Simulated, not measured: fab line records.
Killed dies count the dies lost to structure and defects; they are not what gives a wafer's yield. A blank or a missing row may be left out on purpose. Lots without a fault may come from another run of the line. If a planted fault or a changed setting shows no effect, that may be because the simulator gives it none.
A struck lot beside a sound one -- flow berkeleyCmos170 -- 16 out of 331 route steps
Sound: these wafers, L372.2, L372.4, L372.6. Wafers struck: L384.1, L384.4, L384.5. The cause comes at the end.
Each step with rows lists, per side, the tool, then ch with its chambers, then its first start. Under that, the readings that differ: sound wafers -- struck wafers -- difference of the means -- sigmas: that difference in standard deviations of wafers without a fault.
alike: readings whose means differ by less than 2 such deviations, and words and numbers that are the same on both sides. not compared: withheld readings, readings that some wafer has no value for, bounds like >300 that may hide the same value, and numbers for which the record gives no deviation and whose values overlap.
The two part at a step that has a row with sigmas, a row that says differs or no value, or rows on one side only. Numbers that don't overlap but have no deviation are shown without sigmas and don't part them. A reading missing from all wafers of one side parts the sides only when that side holds two or more wafers.

first, 2 steps without rows for these wafers: UCB170_FIELD_CLEAN_00 (cleans in dHF, time 7.5 s); UCB170_FIELD_OXIDATION_01 (target thk 558.3 nm, ox time 7200 s).
UCB170_FIELD_THK_MEAS_02:
  sound: filmMetro-02 at day 6 11:29; struck: filmMetro-04 at day 9 03:04
  alike: FIELD_OXIDE_THK
then, 4 steps without rows for these wafers: UCB170_FIELD_ANNEAL_03 (time 1200 s); UCB170_FIELD_WET_ETCH_04 (etches SiO2 in dHF, time 60 s); UCB170_FIELD_WET_ETCH_05 (etches Si3N4 in H3PO4, time 12600 s); UCB170_FIELD_WET_ETCH_06 (etches SiO2 in BOE, time 22 s).
UCB170_FIELD_THK_MEAS_90:
  sound: filmMetro-02 at day 6 18:44; struck: filmMetro-04 at day 9 11:01
  alike: FIELD_OXIDE_LEFT_1_THK
then, 2 steps without rows for these wafers: UCB170_SACOX_CLEAN_00 (cleans in dHF, time 7.5 s); UCB170_SACOX_OXIDATION_01 (target thk 14.4 nm, ox time 2400 s).
UCB170_SACOX_THK_MEAS_02:
  sound: filmMetro-01 at day 6 22:01; struck: filmMetro-02 at day 9 13:52
  alike: SACOX_OXIDE_THK
then, 1 step without rows for these wafers: UCB170_SCREENOX_WET_ETCH_00 (etches SiO2 in dHF, time 200 s).
UCB170_SCREENOX_OXIDATION_01: target thk 14.4 nm, ox time 2400 s.
  sound on furnace-02 ch 0, day 7 03:07; struck on furnace-04 ch 0, day 9 20:06
  alike: oxTempCMax
UCB170_SCREENOX_THK_MEAS_02:
  sound: filmMetro-04 at day 7 04:47; struck: filmMetro-01 at day 9 21:53
reading,sound,struck,difference,sigmas
SCREENOX_OXIDE_THK (nm),14.62 14.54 14.42,22.19 22.23 22.34,+7.73,+28
then, 1 step without rows for these wafers: UCB170_SCREENOX_ANNEAL_03 (time 900 s).
-- the record jumps here: 3 days lie between the struck wafers' starts before and after (it left off in module SCREENOX and takes up again in module M3, whose first step shown is number 331 of the route) --
UCB170_M3_PROBE_99:
  the record has rows for the struck wafers here (prober-01, day 12 14:02) and none for the sound ones

== WHERE THEY PART ==
Last at UCB170_M3_PROBE_99 as far as this record goes, first at UCB170_SCREENOX_THK_MEAS_02.

WHY: the cause the simulator had injected
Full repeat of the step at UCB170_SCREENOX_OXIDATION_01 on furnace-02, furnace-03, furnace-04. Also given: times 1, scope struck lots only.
